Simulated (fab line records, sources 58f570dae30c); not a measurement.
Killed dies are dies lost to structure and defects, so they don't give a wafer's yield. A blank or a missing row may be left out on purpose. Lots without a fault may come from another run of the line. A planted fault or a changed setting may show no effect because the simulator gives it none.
fab line records | flow berkeley_cmos170
record lots=5 wafers=15 last_day=11
route steps=331 shown ACTIVE@70
lots that met no fault: from a run of the same line without faults
start_h: hours from the record's first day to the start of the lot's first wafer shown | wait_h: hours since the lot's step before | " the same as in the row above | L1.1+2: a row that stands for several wafers | - no value, or no start given | * or withheld: withheld | < > ~ a bound
route shown NAME@n: a module of which the file shows steps, and the number in the route of the first | usual: mean/standard deviation of fault-free wafers | same: alike in all rows | chamber/n: place in a boat | sites: the reading at each site | _std_site: their standard deviation | _edge_site: outer sites' mean less inner sites' | radius_mm: how far each site lies from the wafer's centre | mask NAME#n: copy n | behind: the tool/chamber that last shaped the wafer | hold: why the lot was held/for how many hours/how that ended | device: the transistor (n, p or np) that didn't switch | end of line: the same wafers' tests at the end of the route | a step without rows: its recipe alone | killed: dies lost to structure and defects at the first sort, not the wafer's yield | map: a wafer's dies, x killed, . not, _ none there
set.NAME: the setting as run; set.NAME@STEP: as run at that earlier step | model.NAME: the simulator's own value behind a step, which no gauge read
lots at some steps of the route; a table a step, a row a wafer
services: from which hour (start_h, from the record's first day; less than 0 if before it) a tool's chamber was out of use, for how many hours, and why
## steps
# step UCB170_ACTIVE_EXPOSE_10
# recipe mask_id=ACTIVE target_cd_nm=1200 na=0.5 sigma_outer=0.6 source_shape=conventional dose_mj=20
# usual exposure_dose_mJ_cm2=19.984/0.019 focus_offset_nm=0.0/0.5 stage_vel_mm_s=499.97/0.26
# columns lot.wafer tool chamber start_h wait_h mask exposure_dose_mJ_cm2 focus_offset_nm stage_vel_mm_s
L076.1 krf_scanner-01 0 84.62 0.2 ACTIVE#0 19.983 -0.1 499.75
L076.4 " 0 " " ACTIVE#0 19.998 0.5 499.52
L076.6 " 0 " " ACTIVE#0 19.966 0.2 499.81
L079.3 krf_scanner-01 0 90.57 0.4 ACTIVE#0 19.965 0.1 499.81
L079.4 " 0 " " ACTIVE#0 19.978 0.3 500.01
L079.5 " 0 " " ACTIVE#0 19.993 -0.6 500.23
L081.2 krf_scanner-02 0 103.58 0.2 ACTIVE#0 19.982 0.4 500.15
L081.3 " 0 " " ACTIVE#0 20.015 -0.3 500.50
L081.5 " 0 " " ACTIVE#0 19.967 -0.2 500.41
L085.2 krf_scanner-02 0 129.60 0.2 ACTIVE#0 19.976 0.0 500.37
L085.4 " 0 " " ACTIVE#0 19.970 -0.2 500.10
L085.5 " 0 " " ACTIVE#0 19.981 0.0 500.09
L091.2 krf_scanner-02 0 162.09 0.1 ACTIVE#0 19.974 0.7 500.30
L091.3 " 0 " " ACTIVE#0 20.022 0.0 499.75
L091.5 " 0 " " ACTIVE#0 20.011 0.2 500.10
# step UCB170_ACTIVE_PEB_11
# recipe peb_temp_c=130 peb_time_s=withheld resist=KrF
# columns lot.wafer tool chamber start_h wait_h
L076.1+4+6 litho_track-03 0 85.04 0.4
L079.3+4+5 litho_track-03 0 90.70 0.1
L081.2+3+5 litho_track-01 0 103.81 0.2
L085.2+4+5 litho_track-02 0 129.72 0.1
L091.2+3+5 litho_track-01 0 162.48 0.4
# step UCB170_ACTIVE_DEVELOP_12
# recipe developer=TMAH develop_time_s=45 resist=KrF dev_temp_c=21
# columns lot.wafer tool chamber start_h wait_h
L076.1+4+6 litho_track-03 0 - -
L079.3+4+5 litho_track-03 0 - -
L081.2+3+5 litho_track-01 0 - -
L085.2+4+5 litho_track-02 0 - -
L091.2+3+5 litho_track-01 0 - -
# step UCB170_ACTIVE_CD_MEAS_13
# recipe target_cd_nm=1200
# usual cd_nm=1200.3/1.3
# columns lot.wafer tool chamber start_h wait_h cd_nm
L076.1 cd_sem-02 - 85.38 - 1201.2
L076.4 " - " " 1200.4
L076.6 " - " " 1201.7
L079.3 cd_sem-02 - 90.97 - 1200.1
L079.4 " - " " 1200.8
L079.5 " - " " 1199.3
L081.2 cd_sem-01 - 104.13 - 1200.0
L081.3 " - " " 1199.6
L081.5 " - " " 1200.3
L085.2 cd_sem-01 - 129.99 - 1201.5
L085.4 " - " " 1201.2
L085.5 " - " " 1200.4
L091.2 cd_sem-02 - 162.75 - 1199.3
L091.3 " - " " 1199.0
L091.5 " - " " 1198.7
# step UCB170_ACTIVE_OVL_MEAS_14
# usual ACTIVE_OVL=-1/5
# columns lot.wafer tool chamber start_h wait_h ACTIVE_OVL[nm]
L076.1 overlay-01 - 85.50 0.1 2
L076.4 " - " " 2
L076.6 " - " " -2
L079.3 overlay-02 - 91.06 0.1 3
L079.4 " - " " -8
L079.5 " - " " 6
L081.2 overlay-01 - 104.24 0.1 9
L081.3 " - " " 3
L081.5 " - " " 3
L085.2 overlay-02 - 130.10 0.1 -3
L085.4 " - " " -6
L085.5 " - " " -3
L091.2 overlay-02 - 162.86 0.1 -6
L091.3 " - " " 1
L091.5 " - " " 1
# step UCB170_ACTIVE_ETCH_15
# recipe chemistry=CH3F/Ar/O2 target=Si3N4 stop_on=SiO2 CH3F_flow_sccm=20 Ar_flow_sccm=50 O2_flow_sccm=7 pressure_mtorr=50 rf_w=450 target_depth_a=2420 over_etch_frac=0.1 time_s=151
# usual drypump_motor_current_A=5.6/0.52 oes_product_au=0.938/0.015 throttle_valve_pct=8.00/0.14
# same over_etch_frac=0.1
# columns lot.wafer tool chamber start_h wait_h drypump_motor_current_A oes_product_au rf_hours_counter_h throttle_valve_pct
L076.1 rie_diel-04 0 85.53 0.0 6.1 0.955 35 8.06
L076.4 " 3 " " 5.5 0.942 50 8.15
L076.6 " 2 " " 6.2 0.967 - 7.88
L079.3 rie_diel-01 2 91.08 0.0 5.8 0.970 4 8.10
L079.4 " 1 " " 5.1 0.962 15 8.22
L079.5 " 0 " " 6.4 0.960 - 8.24
L081.2 rie_diel-01 1 104.27 0.0 5.1 0.948 15 8.22
L081.3 " 0 " " 6.4 0.940 114 8.26
L081.5 " 0 " " 6.4 0.937 - 8.25
L085.2 rie_diel-03 3 130.13 0.0 5.0 0.921 23 7.95
L085.4 " 2 " " 6.3 0.922 17 7.90
L085.5 " 3 " " 5.0 0.936 - 7.94
L091.2 rie_diel-03 0 162.89 0.0 5.2 0.924 141 7.90
L091.3 " 3 " " 5.1 0.927 24 7.94
L091.5 " 1 " " 5.2 0.942 - 7.98
# step UCB170_ACTIVE_STRIP_16
# recipe chemistry=O2 power_w=400 pressure_mtorr=3500 platen_temp_c=withheld o2_flow_sccm=400 overash_fraction=0.5
# usual drypump_motor_current_A=5.6/0.59 o2_flow_sccm=400.2/1.5 oes_product_au=0.721/0.0042 strip_time_to_endpoint_s=18.12/0.11
# columns lot.wafer tool chamber start_h wait_h drypump_motor_current_A o2_flow_sccm oes_product_au rf_hours_counter_h strip_time_to_endpoint_s
L076.1 plasma_asher-02 1 85.63 0.1 6.5 400.2 0.724 39 18.16
L076.4 " 0 " " 5.3 399.2 0.713 - 18.26
L076.6 " 1 " " 6.5 400.0 0.727 - 18.21
L079.3 plasma_asher-03 0 91.22 0.1 6.1 399.7 0.731 - 17.90
L079.4 " 1 " " 5.7 398.4 0.725 - 18.11
L079.5 " 1 " " 5.7 399.0 0.725 - 18.10
L081.2 plasma_asher-01 1 104.37 0.1 4.9 402.1 0.720 30 18.16
L081.3 " 0 " " 5.1 401.3 0.713 - 18.12
L081.5 " 1 " " 4.9 401.3 0.718 - 18.15
L085.2 plasma_asher-02 1 130.23 0.1 6.5 399.0 0.730 44 17.94
L085.4 " 1 " " 6.5 399.8 0.717 - 18.00
L085.5 " 0 " " 5.3 402.3 0.721 - 17.91
L091.2 plasma_asher-02 1 162.99 0.1 6.5 399.7 0.730 47 18.15
L091.3 " 0 " " 5.3 400.8 0.721 - 17.98
L091.5 " 1 " " 6.5 401.7 0.726 - 18.16
# step UCB170_ACTIVE_CD_MEAS_90
# recipe target_cd_nm=1200
# usual cd_nm=1200.3/1.3
# columns lot.wafer tool chamber start_h wait_h cd_nm
L076.1 cd_sem-01 - 85.85 0.2 1201.1
L076.4 " - " " 1200.5
L076.6 " - " " 1201.4
L079.3 cd_sem-01 - 91.32 0.1 1200.4
L079.4 " - " " 1200.9
L079.5 " - " " 1199.2
L081.2 cd_sem-02 - 104.49 0.1 1200.2
L081.3 " - " " 1199.6
L081.5 " - " " 1200.5
L085.2 cd_sem-02 - 130.35 0.1 1201.2
L085.4 " - " " 1201.1
L085.5 " - " " 1200.1
L091.2 cd_sem-01 - 163.11 0.1 1199.5
L091.3 " - " " 1199.1
L091.5 " - " " 1198.9
# step UCB170_ACTIVE_CLEAN_17
# recipe chemistry=SPM temp_c=120 time_s=600
# columns lot.wafer tool chamber start_h wait_h
L076.1+4+6 wet_bench-04 3 85.97 0.1
L079.3+4+5 wet_bench-04 1 91.48 0.1
L081.2+3+5 wet_bench-01 0 104.59 0.1
L085.2+4+5 wet_bench-02 3 131.04 0.7
L091.2+3+5 wet_bench-02 1 163.21 0.1
## services
# columns tool chamber start_h hours kind
rie_diel-04 2 67.00 2.4 repair
plasma_asher-02 - 68.30 4.3 repair
krf_scanner-02 0 68.97 - calibration
wet_bench-02 - 69.19 2.3 repair
krf_scanner-01 - 70.87 3.7 repair
rie_diel-04 - 72.50 2.8 pm
plasma_asher-03 - 74.35 2.2 repair
rie_diel-03 - 77.46 0.2 repair
krf_scanner-02 - 77.80 0.8 pm
rie_diel-01 1 85.75 4.3 repair
rie_diel-01 - 87.42 1.4 repair
krf_scanner-01 - 87.64 1.3 pm
rie_diel-03 2 88.86 8.4 repair
krf_scanner-02 - 93.34 7.2 pm
rie_diel-01 1 101.96 1.8 repair
krf_scanner-01 - 103.63 0.8 pm
litho_track-02 - 105.43 - consumable_replace:filter
plasma_asher-03 - 108.83 9.0 pm
plasma_asher-03 0 108.83 9.0 vent_cycle
rie_diel-04 - 127.01 4.9 repair
krf_scanner-02 - 133.09 1.3 pm
krf_scanner-01 - 146.49 1.0 pm
rie_diel-04 - 159.23 0.4 repair
krf_scanner-01 0 161.73 - calibration
## key
fault none
